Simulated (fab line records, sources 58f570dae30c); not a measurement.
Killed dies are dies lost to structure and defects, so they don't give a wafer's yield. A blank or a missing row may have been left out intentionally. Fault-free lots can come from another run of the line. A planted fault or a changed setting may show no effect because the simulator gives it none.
A struck lot beside a sound one + flow berkeley-cmos170 + 36 steps out of a route of 331
Sound: these wafers, L758.3, L758.4, L758.6. Wafers L762.1, L762.4, L762.5 were the ones struck. The cause is named last.
At each step with rows: each side's tool, then ch and its chambers, then its first start. Under that, the readings that differ: sound wafers + struck wafers + difference of the means + sigmas: that difference in standard deviations of wafers without a fault.
alike: a reading whose means differ by less than 2 such deviations, as well as words and numbers matching on both sides. not compared: withheld readings; readings where some wafer has no value; bounds like >300 that might hide an equal value; numbers whose values overlap and for which the record gives no deviation.
Wherever a step has rows on one side only, a row that says differs or no value, or a row with sigmas, the two part there. When numbers do not overlap yet have no deviation, they are printed without sigmas and do not part them. A reading missing from all wafers of one side parts the sides only when that side holds two or more wafers.

UCB170_SPACER_CVD_00: deposits SiO2 from TEOS/O2, target thk 376 nm, time 47 s.
  sound on pecvd-02 ch 1,2, day 8 18:26; struck on pecvd-01 ch 1,2, day 10 03:58
  alike: heater-power-w
UCB170_SPACER_THK_MEAS_01:
  struck on film-metro-03, day 10 04:01; sound on film-metro-04, day 8 18:30
  alike: SPACER_TEOS_THK
then, 1 step without rows for these wafers: UCB170_SPACER_ANNEAL_02 (time 1800 s).
UCB170_SPACER_ETCHBACK_03: etches SiO2 in CHF3/CF4/Ar, stops on Si, target depth 376 nm, time 100 s.
  sound on rie-diel-03 ch 0,2,3, day 9 00:27; struck on rie-diel-04 ch 1,2,3, day 10 09:32
  alike: drypump-motor-current-A, oes-product-au, throttle-valve-pct
  not compared: rf-hours-counter-h
then, 6 steps without rows for these wafers: UCB170_PSD_HMDS_00 (prime time 60 s); UCB170_PSD_COAT_01 (resist thk 900 nm); UCB170_PSD_SOFTBAKE_02 (time 60 s); UCB170_PSD_EXPOSE_03 (exposes mask PSELECT MOD, target cd 1200 nm); UCB170_PSD_PEB_04; UCB170_PSD_DEVELOP_05 (develop time 45 s).
UCB170_PSD_CD_MEAS_06: target cd 1200 nm.
  struck on cd-sem-01, day 10 11:02; sound on cd-sem-01, day 9 02:47
  alike: cd-nm
UCB170_PSD_OVL_MEAS_07:
  struck on overlay-01, day 10 11:10; sound on overlay-01, day 9 02:53
  alike: PSD_OVL
UCB170_PSD_IMPLANT_08:
  sound on implanter-04 ch 0, day 9 02:58; struck on implanter-02 ch 0, day 10 11:12
| reading            | sound            | struck            | difference | sigmas |
|--------------------|------------------|-------------------|------------|--------|
| beam-on-s (s)      | 10.11 10.07 9.77 | 7.86 7.96 8.14    | -2.00      | -10    |
| faraday-current-uA | 9207 9108 9500   | 11753 11637 11385 | +2320      | +12    |
UCB170_PSD_STRIP_09: strips in O2.
  sound on plasma-asher-03 ch 0,1, day 9 03:05; struck on plasma-asher-03 ch 0,1, day 10 11:30
| reading                      | sound             | struck            | difference | sigmas |
|------------------------------|-------------------|-------------------|------------|--------|
| oes-product-au (a.u.)        | 0.599 0.604 0.608 | 0.640 0.631 0.627 | +0.029     | +7     |
| strip-time-to-endpoint-s (s) | 29.46 29.52 29.44 | 26.69 26.75 26.75 | -2.74      | -37    |
  alike: drypump-motor-current-A
  not compared: rf-hours-counter-h
UCB170_PSD_TW_MEAS_10:
  struck on film-metro-02, day 10 11:49; sound on film-metro-02, day 9 03:11
| reading | sound          | struck         | difference | sigmas |
|---------|----------------|----------------|------------|--------|
| PSD_TW  | 2296 2290 2293 | 2134 2115 2118 | -171       | -7     |
  not compared: hold
then, 6 steps without rows for these wafers: UCB170_NSD_HMDS_00 (prime time 60 s); UCB170_NSD_COAT_01 (resist thk 900 nm); UCB170_NSD_SOFTBAKE_02 (time 60 s); UCB170_NSD_EXPOSE_03 (exposes mask NSELECT MOD, target cd 1200 nm); UCB170_NSD_PEB_04; UCB170_NSD_DEVELOP_05 (develop time 45 s).
UCB170_NSD_CD_MEAS_06: target cd 1200 nm.
  struck on cd-sem-02, day 10 22:01; sound on cd-sem-02, day 9 07:38
| reading    | sound                | struck               | difference | sigmas |
|------------|----------------------|----------------------|------------|--------|
| cd-nm (nm) | 1198.8 1198.5 1197.5 | 1200.6 1200.7 1202.1 | +2.9       | +2     |
UCB170_NSD_OVL_MEAS_07:
  struck on overlay-01, day 10 22:08; sound on overlay-02, day 9 07:44
  alike: NSD_OVL
then, 1 step without rows for these wafers: UCB170_NSD_IMPLANT_08.
UCB170_NSD_STRIP_09: strips in O2.
  sound on plasma-asher-02 ch 0,1, day 9 07:56; struck on plasma-asher-02 ch 0,1, day 10 22:19
  alike: drypump-motor-current-A, oes-product-au, strip-time-to-endpoint-s
  not compared: rf-hours-counter-h
UCB170_NSD_TW_MEAS_10:
  struck on film-metro-04, day 10 22:25; sound on film-metro-02, day 9 08:01
| reading | sound          | struck         | difference | sigmas |
|---------|----------------|----------------|------------|--------|
| NSD_TW  | 4137 4125 4123 | 4200 4217 4212 | +81        | +2     |
then, 6 steps without rows for these wafers: UCB170_NSD_CLEAN_11 (cleans in SPM, time 600 s); UCB170_BACKSIDE_HMDS_00 (prime time 60 s); UCB170_BACKSIDE_COAT_01 (resist thk 900 nm); UCB170_BACKSIDE_SOFTBAKE_02 (time 60 s); UCB170_BACKSIDE_STRIP_03 (strips in O2); UCB170_BACKSIDE_CLEAN_04 (cleans in SPM, time 600 s).
UCB170_SDANNEAL_RTA_00: time 10 s.
  sound on rtp-anneal-01 ch 0, day 9 09:58; struck on rtp-anneal-02 ch 0, day 10 23:45
| reading            | sound          | struck         | difference | sigmas |
|--------------------|----------------|----------------|------------|--------|
| lamp-power-pct (%) | 25.8 25.8 25.8 | 21.1 21.1 21.1 | -4.7       | -2     |
  alike: wafer_temp_C_max
UCB170_SDANNEAL_RTA_01: time 5 s.
  sound on rtp-anneal-01 ch 0, day 9 10:06; struck on rtp-anneal-02 ch 0, day 10 23:49
| reading            | sound    | struck   | difference | sigmas |
|--------------------|----------|----------|------------|--------|
| lamp-power-pct (%) | 40 40 40 | 33 33 33 | -7         | -2     |
  alike: wafer_temp_C_max
UCB170_SDANNEAL_RS_MEAS_02: measurement is done with a four-point probe.
  struck on film-metro-01, day 11 00:10; sound on film-metro-04, day 9 10:13
| reading         | sound             | struck            | difference | sigmas |
|-----------------|-------------------|-------------------|------------|--------|
| PSD_RS (ohm/sq) | 75.39 75.43 75.47 | 89.18 89.74 90.14 | +14.26     | +48    |
  not compared: hold
UCB170_M3_PROBE_99:
  sound wafers here have rows in the record (prober-01, day 10 13:53); struck ones have none

## WHERE THEY PART
First at UCB170_PSD_IMPLANT_08; last, within this record, at UCB170_M3_PROBE_99.

WHY: the cause the simulator had injected
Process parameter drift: implanter-02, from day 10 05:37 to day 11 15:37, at UCB170_PSD_IMPLANT_08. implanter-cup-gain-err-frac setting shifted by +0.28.
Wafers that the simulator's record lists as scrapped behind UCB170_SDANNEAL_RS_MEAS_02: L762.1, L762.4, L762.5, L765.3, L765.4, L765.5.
